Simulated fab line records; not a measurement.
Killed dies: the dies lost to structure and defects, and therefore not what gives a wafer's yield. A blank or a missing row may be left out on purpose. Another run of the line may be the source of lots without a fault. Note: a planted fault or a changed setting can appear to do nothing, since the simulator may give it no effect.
Which of the tools did it? | flow berkeley-cmos170 | 15 lots, 45 wafers sampled, at 5 steps of a route of 331

== WHAT THE GAUGES READ, wafer by wafer ==
UCB170_NWELL_THK_MEAS_02.
lot  | measured    | on            | NWELL_OXIDE_THK (nm)
L271 | day 2 00:46 | film-metro-02 | 26.0 26.0 26.3
L275 | day 2 19:09 | film-metro-04 | 26.1 26.3 26.1
L278 | day 3 10:36 | film-metro-04 | 25.8 25.2 25.9
L277 | day 3 10:37 | film-metro-02 | 26.4 26.3 25.9
L279 | day 3 17:58 | film-metro-04 | 26.1 26.6 27.0
L280 | day 4 00:12 | film-metro-02 | 26.6 26.1 26.8
L281 | day 4 04:44 | film-metro-04 | 27.5 27.3 27.4
L285 | day 5 00:57 | film-metro-02 | 26.3 26.0 26.5
L288 | day 5 17:46 | film-metro-02 | 27.3 27.2 26.7
L289 | day 5 20:33 | film-metro-02 | 25.4 25.0 25.3
L290 | day 6 01:04 | film-metro-01 | 26.8 26.7 26.4
L291 | day 6 01:04 | film-metro-02 | 26.3 26.4 26.7
L292 | day 6 06:30 | film-metro-01 | 26.2 26.1 25.9
L293 | day 6 15:51 | film-metro-04 | 25.2 25.1 25.3
L294 | day 6 17:18 | film-metro-04 | 26.7 26.6 26.3

UCB170_SCREENOX_THK_MEAS_02.
lot  | measured     | on            | SCREENOX_OXIDE_THK (nm)
L271 | day 5 10:51  | film-metro-03 | 14.45 14.37 14.57
L275 | day 6 08:34  | film-metro-03 | 14.58 14.35 14.56
L278 | day 6 21:36  | film-metro-03 | 14.19 14.43 14.04
L277 | day 7 02:47  | film-metro-01 | 22.77 22.95 22.89
L279 | day 7 08:50  | film-metro-03 | 14.42 14.34 14.43
L280 | day 7 08:49  | film-metro-01 | 14.63 14.74 14.52
L281 | day 7 20:58  | film-metro-01 | 22.26 22.33 22.58
L285 | day 8 15:26  | film-metro-02 | 22.50 21.95 22.46
L288 | day 8 13:15  | film-metro-03 | 14.47 14.32 14.51
L289 | day 8 23:16  | film-metro-03 | 14.47 14.72 14.56
L290 | day 9 12:01  | film-metro-03 | 14.28 14.36 14.44
L291 | day 9 12:01  | film-metro-02 | 14.15 14.47 14.17
L292 | day 9 19:45  | film-metro-01 | 13.94 13.92 13.85
L293 | day 10 00:05 | film-metro-03 | 14.61 14.81 14.37
L294 | day 10 00:05 | film-metro-01 | 14.38 14.19 14.19

UCB170_PLDD_CD_MEAS_06 targets a cd of 1200 nm.
lot  | measured     | on        | cd-nm (nm)
L271 | day 6 11:04  | cd-sem-02 | 1201.2 1199.6 1199.4
L275 | day 7 08:09  | cd-sem-01 | 1202.2 1202.0 1202.0
L278 | day 7 21:05  | cd-sem-02 | 1200.4 1200.2 1201.8
L277 | day 7 21:39  | cd-sem-01 | 1201.9 1202.0 1200.5
L279 | day 8 08:02  | cd-sem-02 | 1202.2 1204.0 1203.4
L280 | day 8 07:45  | cd-sem-01 | 1198.5 1198.5 1197.8
L281 | day 8 20:38  | cd-sem-01 | 1200.8 1201.9 1201.8
L285 | day 9 13:22  | cd-sem-01 | 1201.3 1201.1 1202.0
L288 | day 9 12:53  | cd-sem-01 | 1200.0 1200.7 1200.3
L289 | day 10 01:51 | cd-sem-02 | 1197.8 1199.8 1200.9
L290 | day 10 15:41 | cd-sem-02 | 1201.0 1201.2 1200.3
L291 | day 10 15:37 | cd-sem-01 | 1198.7 1199.0 1198.8
L292 | day 10 16:13 | cd-sem-01 | 1198.2 1197.9 1197.9
L293 | day 10 16:23 | cd-sem-02 | 1200.9 1201.6 1200.2
L294 | day 10 22:55 | cd-sem-02 | 1199.7 1200.3 1200.6

UCB170_NSD_OVL_MEAS_07.
lot  | measured     | on         | NSD_OVL (nm)
L271 | day 6 20:15  | overlay-01 | 3 -5 0
L275 | day 8 00:37  | overlay-02 | 7 7 13
L278 | day 8 09:53  | overlay-01 | 9 5 7
L277 | day 8 09:21  | overlay-01 | -7 -7 -8
L279 | day 8 18:44  | overlay-01 | -7 -10 -10
L280 | day 8 18:37  | overlay-02 | -16 -12 -12
L281 | day 9 09:35  | overlay-02 | 12 -6 12
L285 | day 10 01:44 | overlay-01 | 0 0 -4
L288 | day 10 01:00 | overlay-01 | -1 2 2
L289 | day 10 14:56 | overlay-01 | -14 -11 -16
L290 | day 11 00:04 | overlay-01 | -1 -3 -2
L291 | day 11 00:14 | overlay-01 | -6 -3 -1
L292 | day 11 01:03 | overlay-02 | 2 -4 -10
L293 | day 11 06:28 | overlay-02 | -5 -8 3
L294 | day 11 11:37 | overlay-01 | 2 1 5

== WHICH TOOL RAN EACH LOT (tool, then ch and the chambers of the sampled wafers, then the start) ==
lot  | UCB170_SCREENOX_OXIDATION_01
L271 | furnace-03 ch 0, day 5 09:10
L275 | furnace-03 ch 0, day 6 06:52
L278 | furnace-04 ch 0, day 6 19:56
L277 | furnace-04 ch 0, day 6 19:56
L279 | furnace-03 ch 0, day 7 07:10
L280 | furnace-03 ch 0, day 7 07:10
L281 | furnace-04 ch 0, day 7 16:48 and furnace-02 ch 0, day 7 19:17
L285 | furnace-02 ch 0, day 8 11:35 and furnace-04 ch 0, day 8 13:44
L288 | furnace-02 ch 0, day 8 11:35
L289 | furnace-02 ch 0, day 8 21:35
L290 | furnace-03 ch 0, day 9 10:19
L291 | furnace-03 ch 0, day 9 10:19
L292 | furnace-03 ch 0, day 9 18:04
L293 | furnace-03 ch 0, day 9 22:25
L294 | furnace-03 ch 0, day 9 22:25
- UCB170_SCREENOX_OXIDATION_01: target thk 14.4 nm, ox time 2400 s.

== WHAT THE TOOLS THEMSELVES READ (means of the sampled wafers that have a number; where no wafer has one, the mark that the record gives instead) ==
UCB170_SCREENOX_OXIDATION_01.
lot  | tool                  | ox-temp-c-max | spike-tc-source-C (C) | tube-center-temp-C (C)
L271 | furnace-03            | 903.4         | 926.3                 | 900
L275 | furnace-03            | 903.0         | 925.9                 | 900
L278 | furnace-04            | 904.0         | 919.7                 | 900
L277 | furnace-04            | 903.7         | 920.3                 | 900
L279 | furnace-03            | 903.4         | 925.2                 | 900
L280 | furnace-03            | 904.1         | 926.0                 | 900
L281 | furnace-04/furnace-02 | 905.4         | 922.1                 | 900
L285 | furnace-02/furnace-04 | 905.7         | 921.9                 | 900
L288 | furnace-02            | 907.8         | 924.0                 | 900
L289 | furnace-02            | 907.1         | 923.9                 | 900
L290 | furnace-03            | 903.4         | 924.8                 | 900
L291 | furnace-03            | 903.1         | 926.0                 | 900
L292 | furnace-03            | 903.4         | 924.7                 | 900
L293 | furnace-03            | 903.7         | 925.3                 | 900
L294 | furnace-03            | 903.5         | 925.7                 | 900

== THE ANSWER, worked out from the rows above alone ==
Rule: the usual values come from the lots themselves. Put in order of their means at a reading, lots are off if they are a third of the lots or fewer, leave a main group of 4 or more, and stand apart from it by a gap of 3 or more times the standard deviation of the main group's means; of several such gaps the widest counts. Not used: any main group whose means are identical at the precision the tables above print for the reading. A lot without any number at a reading at which 4 lots or more have one is off too. The other lots that the step has rows for count as sound. First the gauges in route order, then the tools' own readings, where a lot's mean is used as printed above. The first step at which some lot is off is used, and at that step the reading that is off furthest; a lot without a number counts as furthest.
Off: L277, L281, L285, seen at UCB170_SCREENOX_THK_MEAS_02 (SCREENOX_OXIDE_THK). The main group: mean 14.38 nm, standard deviation 0.2.
If a tool, at a process step before that reading, ran all the lots that are off and no sound lot after the first of them, it fits. Gauges at UCB170_SCREENOX_THK_MEAS_02: tried the same way as those tools. One fits: UCB170_SCREENOX_OXIDATION_01 on furnace-04. Its last sound lot is L278 (day 6 19:56), its first lot that is off L277 (day 6 19:56): a fault that began between those two fits.

== WHAT WAS PUT IN BY THE SIMULATOR ==
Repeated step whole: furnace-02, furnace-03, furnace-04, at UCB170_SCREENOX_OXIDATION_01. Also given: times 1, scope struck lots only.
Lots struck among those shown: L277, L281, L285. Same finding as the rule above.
